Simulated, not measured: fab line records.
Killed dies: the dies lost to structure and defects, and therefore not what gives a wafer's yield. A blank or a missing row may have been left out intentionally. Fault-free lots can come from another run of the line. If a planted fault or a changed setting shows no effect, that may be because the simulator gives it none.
Which of the tools did it? | flow rit cmos | 42 wafers sampled from 14 lots at 1 step of a route of 202

WHAT THE GAUGES READ, wafer by wafer
The record lacks any reading of a measuring or inspecting step that a usual standard deviation could be used to judge.

WHICH TOOL RAN EACH LOT (tool, then ch and the chambers of the sampled wafers, then the start)
lot  | RIT_PRETRO_EXPOSE_03
L416 | iline stepper-01 ch 0, day 2 07:29
L420 | iline stepper-02 ch 0, day 3 03:01
L421 | iline stepper-02 ch 0, day 3 07:55
L422 | iline stepper-02 ch 0, day 3 13:00
L423 | iline stepper-02 ch 0, day 3 17:13
L426 | iline stepper-01 ch 0, day 4 08:01
L428 | iline stepper-02, day 4 18:03
L429 | iline stepper-02, day 5 00:29
L430 | iline stepper-01 ch 0, day 5 04:11
L431 | iline stepper-02 ch 0, day 5 09:30
L434 | iline stepper-02 ch 0, day 6 00:20
L437 | iline stepper-01 ch 0, day 6 20:43
L438 | iline stepper-02 ch 0, day 6 22:03
L439 | iline stepper-01 ch 0, day 7 04:14
- RIT_PRETRO_EXPOSE_03: exposes mask M5, target cd 43700 nm.

WHAT THE TOOLS THEMSELVES READ (means of the sampled wafers that have a number; where no wafer has one, the mark that the record gives instead)
RIT_PRETRO_EXPOSE_03. Usual: exposure dose mJ cm2 249.95, standard deviation 0.21; focus offset nm 0.1 nm, standard deviation 0.48.
lot  | tool             | exposure dose mJ cm2 | focus offset nm (nm) | flag
L416 | iline stepper-01 | 250.06               | 0.4                  |
L420 | iline stepper-02 | 249.90               | -0.4                 |
L421 | iline stepper-02 | 249.83               | 0.7                  |
L422 | iline stepper-02 | 250.03               | -0.6                 |
L423 | iline stepper-02 | 249.98               | 0.5                  |
L426 | iline stepper-01 | 249.90               | 0.6                  |
L428 | iline stepper-02 | -                    | -                    | OFF
L429 | iline stepper-02 | -                    | -                    | OFF
L430 | iline stepper-01 | 250.04               | 0.1                  |
L431 | iline stepper-02 | 249.82               | 0.3                  |
L434 | iline stepper-02 | 249.80               | -0.7                 |
L437 | iline stepper-01 | 249.96               | 0.3                  |
L438 | iline stepper-02 | 249.71               | -0.4                 |
L439 | iline stepper-01 | 249.92               | 0.2                  |

THE ANSWER, worked out from the rows above alone
Rule: a lot is off if the mean of its wafers that have a number lies more than 3 standard deviations from the usual mean. Also off: a lot with no number at a reading for which 4 or more lots have one. All remaining lots with rows at the step are treated as sound. First the gauges in route order, then the tools' own readings, where a lot's mean is used as printed above. The first step at which some lot is off is used, and at that step the reading that is off furthest; a lot without a number counts as furthest.
Off: L428, L429 (RIT_PRETRO_EXPOSE_03, exposure dose mJ cm2). Without a number there: L428, L429.
If a tool, at that step or one of the process steps before it, ran each lot that is off and ran no sound lot following the first of them, it fits. Of those tried, none fits.

WHAT WAS PUT IN BY THE SIMULATOR
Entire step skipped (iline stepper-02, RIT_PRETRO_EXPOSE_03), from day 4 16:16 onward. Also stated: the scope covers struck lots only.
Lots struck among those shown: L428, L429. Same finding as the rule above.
